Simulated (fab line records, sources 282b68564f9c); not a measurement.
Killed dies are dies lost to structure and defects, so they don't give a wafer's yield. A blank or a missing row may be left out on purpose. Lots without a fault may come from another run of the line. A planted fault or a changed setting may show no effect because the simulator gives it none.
Split-lot experiment | flow rit_cmos | 5 lots, 27 wafers read, on a route of 202 steps

THE SPLIT
At RIT_FOX2_WET_ETCH_03 (etches Si3N4 in H3PO4, target depth 195 nm, time 2700 s), the setting time_s was moved away from the recipe's 2700 s on 12 of the 27 wafers read, by -47.2% to -29.8%. The other wafers ran this setting at the recipe's value.

The reading is taken at the split's own step.

THE READING
SiO2_of_ACTIVE_OXIDATION_01.thk_nm (the simulator's own value, which no gauge read), in nm, at RIT_FOX2_WET_ETCH_03 (etches Si3N4 in H3PO4, target depth 195 nm, time 2700 s). The file gives no usual value for it. The 15 wafers here that ran the recipe average 41.48 nm, standard deviation 0.7 nm.

wafer  | tool, chamber at the split | time_s as run, s | against the recipe | SiO2_of_ACTIVE_OXIDATION_01.thk_nm, nm | against lot-mates on the recipe
L075.1 | wet_bench-03, 2            | 2700             | recipe             | 42.55                                  | -
L075.3 | wet_bench-03, 2            | 2700             | recipe             | 41.69                                  | -
L075.4 | wet_bench-03, 2            | 2700             | recipe             | 42.38                                  | -
L076.1 | -, -                       | 2700             | recipe             | 41.04                                  | -
L076.2 | -, -                       | 2700             | recipe             | 41.64                                  | -
L076.3 | -, -                       | 2700             | recipe             | 40.09                                  | -
L076.4 | -, -                       | 2700             | recipe             | 41.36                                  | -
L076.5 | -, -                       | 2700             | recipe             | 39.99                                  | -
L076.6 | -, -                       | 2700             | recipe             | 41.39                                  | -
L077.1 | -, -                       | 1895             | -29.8%             | 43.6                                   | no lot-mate on the recipe
L077.2 | -, -                       | 1895             | -29.8%             | 44.01                                  | no lot-mate on the recipe
L077.3 | -, -                       | 1895             | -29.8%             | 43.28                                  | no lot-mate on the recipe
L077.4 | -, -                       | 1895             | -29.8%             | 42.44                                  | no lot-mate on the recipe
L077.5 | -, -                       | 1895             | -29.8%             | 44.13                                  | no lot-mate on the recipe
L077.6 | -, -                       | 1895             | -29.8%             | 43.87                                  | no lot-mate on the recipe
L080.1 | -, -                       | 2700             | recipe             | 41.18                                  | -
L080.2 | -, -                       | 2700             | recipe             | 42.22                                  | -
L080.3 | -, -                       | 2700             | recipe             | 41.65                                  | -
L080.4 | -, -                       | 2700             | recipe             | 41.81                                  | -
L080.5 | -, -                       | 2700             | recipe             | 41.76                                  | -
L080.6 | -, -                       | 2700             | recipe             | 41.49                                  | -
L083.1 | -, -                       | 1425             | -47.2%             | 44.75                                  | no lot-mate on the recipe
L083.2 | -, -                       | 1425             | -47.2%             | 44.05                                  | no lot-mate on the recipe
L083.3 | -, -                       | 1425             | -47.2%             | 43.85                                  | no lot-mate on the recipe
L083.4 | -, -                       | 1425             | -47.2%             | 44.34                                  | no lot-mate on the recipe
L083.5 | -, -                       | 1425             | -47.2%             | 44                                     | no lot-mate on the recipe
L083.6 | -, -                       | 1425             | -47.2%             | 44.14                                  | no lot-mate on the recipe

THE FIT
A straight line over all 27 wafers: SiO2_of_ACTIVE_OXIDATION_01.thk_nm changes by -0.0599 nm for each +1% of time_s; r = -0.89; the points scatter about the line by 0.64 nm.
Too few moved wafers have a lot-mate on the recipe to fit a line with each lot's own level taken away.

THE FILE'S OWN FIT
SiO2_of_ACTIVE_OXIDATION_01.thk_nm changes by -0.0598 nm for each +1% of time_s, r = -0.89.
